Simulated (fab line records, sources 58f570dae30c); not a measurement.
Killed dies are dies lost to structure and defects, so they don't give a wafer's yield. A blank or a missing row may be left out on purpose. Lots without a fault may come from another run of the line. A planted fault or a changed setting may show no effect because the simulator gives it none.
Split-lot experiment | flow berkeley_cmos170 | 5 lots, 23 wafers read, on a route of 331 steps

THE SPLIT
At UCB170_SILICIDE_SPUTTER_01 (material Ti, target thk 30 nm, time 25 s), the setting time_s was moved away from the recipe's 25 s on 10 of the 23 wafers read, by -12.1% to +11.0%. The other wafers ran this setting at the recipe's value.

FROM THE SPLIT TO THE READING: what the file shows between them, 1 step
- UCB170_SILICIDE_RS_MEAS_02: measures by four-point-probe

THE READING
SILICIDE_TI_THK, in nm, at UCB170_SILICIDE_THK_MEAS_03 (measures by xrf). Fault-free wafers of this fab line usually give 30.1 nm, standard deviation 0.32 nm.

wafer  | tool, chamber at the split | time_s as run, s | against the recipe | SILICIDE_TI_THK, nm | against lot-mates on the recipe
L074.1 | pvd_sputter-02, -          | 21.97            | -12.1%             | 26.8                | -3.7
L074.2 | pvd_sputter-02, -          | 21.97            | -12.1%             | 26.8                | -3.7
L074.3 | pvd_sputter-02, -          | 25               | recipe             | 30.4                | -
L074.4 | pvd_sputter-02, -          | 21.97            | -12.1%             | 26.7                | -3.8
L074.6 | pvd_sputter-02, -          | 25               | recipe             | 30.7                | -
L076.1 | pvd_sputter-03, -          | 25               | recipe             | 29.7                | -
L076.2 | pvd_sputter-03, -          | 27.74            | +11.0%             | 33.1                | +3.2
L076.3 | pvd_sputter-03, -          | 25               | recipe             | 30.1                | -
L076.4 | pvd_sputter-03, -          | 27.74            | +11.0%             | 33.5                | +3.6
L076.6 | pvd_sputter-03, -          | 25               | recipe             | 29.8                | -
L080.1 | pvd_sputter-03, -          | 25               | recipe             | 30.1                | -
L080.3 | pvd_sputter-03, -          | 26.3             | +5.2%              | 31.6                | +1.6
L080.4 | pvd_sputter-03, -          | 26.3             | +5.2%              | 31.2                | +1.2
L080.5 | pvd_sputter-03, -          | 25               | recipe             | 29.8                | -
L080.6 | pvd_sputter-03, -          | 26.3             | +5.2%              | 31.2                | +1.2
L079.1 | pvd_sputter-01, -          | 25               | recipe             | 30.3                | -
L079.3 | pvd_sputter-01, -          | 26.2             | +4.8%              | 31.8                | +1.4
L079.4 | pvd_sputter-01, -          | 25               | recipe             | 30.3                | -
L079.5 | pvd_sputter-01, -          | 26.2             | +4.8%              | 31.5                | +1.1
L079.6 | pvd_sputter-01, -          | 25               | recipe             | 30.5                | -
L082.1 | pvd_sputter-03, -          | 25               | recipe             | 30.1                | -
L082.3 | pvd_sputter-03, -          | 25               | recipe             | 30.0                | -
L082.4 | pvd_sputter-03, -          | 25               | recipe             | 30.1                | -

THE FIT
A straight line over all 23 wafers: SILICIDE_TI_THK changes by +0.279 nm for each +1% of time_s; r = +0.99; the points scatter about the line by 0.27 nm.
The same after taking each lot's own level away (the mean of its wafers on the recipe; 23 wafers): +0.306 nm for each +1%; r = +1.00; scatter 0.17 nm.
On that fit, the largest move of time_s shifts the reading by 3.7 nm.
The lots' own levels span 29.87 to 30.55 nm, that is 2.1 times the standard deviation above.
So the lot-to-lot level changes the slope little: the two slopes agree.
Check: with one of the wafers moved furthest among these (-12.1%) left out of the fit, the line predicts -3.75 nm for it against its lot-mates. It came out at -3.75 nm against them.

OTHER SPLITS ON THESE WAFERS
These wafers also went through other splits before the reading. Each is held against what the fit with the lots' levels taken away leaves over:
other split on the same wafers   | wafers away from the commonest value | r with SILICIDE_TI_THK (lot level and that fit taken away)
UCB170_NSD_IMPLANT_08 dose_cm2   | 7                                    | +0.01
UCB170_BACKSIDE_COAT_01 spin_rpm | 5                                    | -0.10

THE WHOLE CHAIN: every reading that the file lists as answering this split, in the file's order
step                        | what it does                             | reading                                                                           | change (the file's fit)               | r (the file's)
UCB170_SILICIDE_SPUTTER_01  | material Ti, target thk 30 nm, time 25 s | Ti_of_SILICIDE_SPUTTER_01.thk_nm (the simulator's own value, which no gauge read) | +0.299 nm for each +1% of the setting | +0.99
UCB170_SILICIDE_RS_MEAS_02  | measures by four-point-probe             | SILICIDE_TI_RS                                                                    | -0.312 for each +1% of the setting    | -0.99
UCB170_SILICIDE_THK_MEAS_03 | measures by xrf                          | SILICIDE_TI_THK                                                                   | +0.304 for each +1% of the setting    | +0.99

THE FILE'S OWN FIT
SILICIDE_TI_THK changes by +0.304 nm for each +1% of time_s, r = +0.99.
